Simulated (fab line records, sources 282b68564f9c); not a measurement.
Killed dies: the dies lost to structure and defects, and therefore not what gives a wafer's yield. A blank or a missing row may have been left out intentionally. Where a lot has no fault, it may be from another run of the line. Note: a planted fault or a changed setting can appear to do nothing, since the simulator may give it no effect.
A lot that was struck, set against a sound lot -- flow rit_cmos -- 19 steps out of a route of 202
Sound: the wafers L703.2, L703.3, L703.6. The struck wafers were L715.1, L715.5, L715.6. The cause is named last.
Each step with rows lists, per side, the tool, then ch with its chambers, then its first start. Under that, the readings that differ: sound wafers -- struck wafers -- difference of the means -- sigmas: that difference in standard deviations of wafers without a fault.
alike: readings with means less than 2 such deviations apart, plus words and numbers identical on both sides. not compared: withheld readings, readings lacking a value on some wafer, bounds such as >300 that could conceal the same value, and numbers that have no deviation in the record and whose values overlap.
A row with sigmas, a row that says differs or no value, or rows on one side alone: a step with any of these is where the two part. When numbers do not overlap yet have no deviation, they are printed without sigmas and do not part them. Lack of a reading on every wafer of one side parts them only where that side has two or more wafers.

RIT_SILICIDE_RS_MEAS_02: measurement is done with a four-point probe.
  struck on film_metro-02, day 6 08:16; sound on film_metro-03, day 3 18:07
  alike: SILICIDE_TI_RS
RIT_SILICIDE_THK_MEAS_03: measures by xrf.
  struck on film_metro-02, day 6 08:23; sound on film_metro-03, day 3 18:14
  alike: SILICIDE_TI_THK
RIT_SILICIDE_RTA_04: time 10 s, ramp up 5 s, ramp down 5 s.
  sound on rtp_anneal-01 ch 0, day 3 18:18; struck on rtp_anneal-01 ch 0, day 6 08:26
  alike: chamber_o2_ppm, wafer_temp_C_max
then, 1 step without rows for these wafers: RIT_SILICIDE_WET_ETCH_05 (etches Ti in SPM, time 120 s).
RIT_SILICIDE_RTA_06: time 10 s, ramp up 5 s, ramp down 10 s.
  sound on rtp_anneal-02 ch 0, day 3 18:24; struck on rtp_anneal-02 ch 0, day 6 08:35
  alike: chamber_o2_ppm, wafer_temp_C_max
RIT_CONTACT_CVD_00: deposits SiO2 from TEOS, target thk 400 nm, time 61 s.
  sound on pecvd-02 ch 2, day 3 18:28; struck on pecvd-02 ch 0,2, day 6 08:40
  alike: heater_power_w
RIT_CONTACT_THK_MEAS_01:
  struck on film_metro-01, day 6 08:43; sound on film_metro-02, day 3 18:32
  alike: CONTACT_TEOS_THK
then, 5 steps without rows for these wafers: RIT_CONTACT_HMDS_02 (prime time 60 s); RIT_CONTACT_COAT_03 (resist thk 1000 nm); RIT_CONTACT_SOFTBAKE_04 (time 60 s); RIT_CONTACT_EXPOSE_05 (exposes mask M11, target cd 1000 nm); RIT_CONTACT_PEB_06.
RIT_CONTACT_DEVELOP_07: develop time 120 s.
  sound on litho_track-01 ch 0, day 3 19:00; struck on litho_track-01 ch 0, day 6 09:00
reading,sound,struck,difference,sigmas
developer_temp_C (C),23.13 22.86 22.96,25.40 25.45 25.20,+2.37,+24
  alike: chill_plate_temp_C
RIT_CONTACT_CD_MEAS_08 targets a cd of 1000 nm.
  struck on cd_sem-02, day 6 09:44; sound on cd_sem-02, day 3 19:43
reading,sound,struck,difference,sigmas
cd_nm (nm),1000.1 1002.1 999.3,985.3 984.9 985.0,-15.4,-7
RIT_CONTACT_OVL_MEAS_09:
  struck on overlay-02, day 6 09:51; sound on overlay-02, day 3 19:49
  alike: CONTACT_OVL
then, 1 step without rows for these wafers: RIT_CONTACT_HARDBAKE_10 (time 60 s).
RIT_CONTACT_ETCH_11: etches SiO2 in CHF3/CF4/Ar, stops on TiSi2, target depth 480 nm, time 320 s.
  sound on rie_diel-04 ch 0,1,2, day 3 19:59; struck on rie_diel-04 ch 1,2,3, day 6 10:02
reading,sound,struck,difference,sigmas
model.CONTACT.cd_nm (nm),1000 1002 999.5,985 984.7 985.5,-15,
  alike: drypump_motor_current_A, oes_product_au, throttle_valve_pct
  not compared: rf_hours_counter_h
RIT_CONTACT_STRIP_12: strips in O2, time 180 s.
  sound on plasma_asher-01 ch 0, day 3 20:11; struck on plasma_asher-03 ch 0,1, day 6 10:14
reading,sound,struck,difference,sigmas
drypump_motor_current_A (A),6.5 6.5 6.5,5.5 5.5 5.5,-1.0,-2
  not compared: rf_hours_counter_h
RIT_M1_PROBE_99:
  struck on prober-02, day 6 15:08; sound on prober-01, day 4 01:04
reading,sound,struck,difference,sigmas
model.etest.contact_to_gate.bv_right_v (V),91.44 89.56 90.79,93.27 94.14 93.98,+3.20,
model.etest.contact_to_gate.bv_left_v (V),90.84 87.79 90.78,93.67 91.46 95.92,+3.88,
  alike: killed_at_M0_to_M3, killed_at_contacts, killed_at_front_end, killed_dies, killed_open, killed_short

== WHERE THEY PART ==
Last at RIT_CONTACT_STRIP_12 as far as this record goes, first at RIT_CONTACT_DEVELOP_07. Later steps at which nothing parts them and some readings are alike: RIT_M1_PROBE_99.

WHY: what had been put in by the simulator
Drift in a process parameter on litho_track-01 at RIT_CONTACT_DEVELOP_07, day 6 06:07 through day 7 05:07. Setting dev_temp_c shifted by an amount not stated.
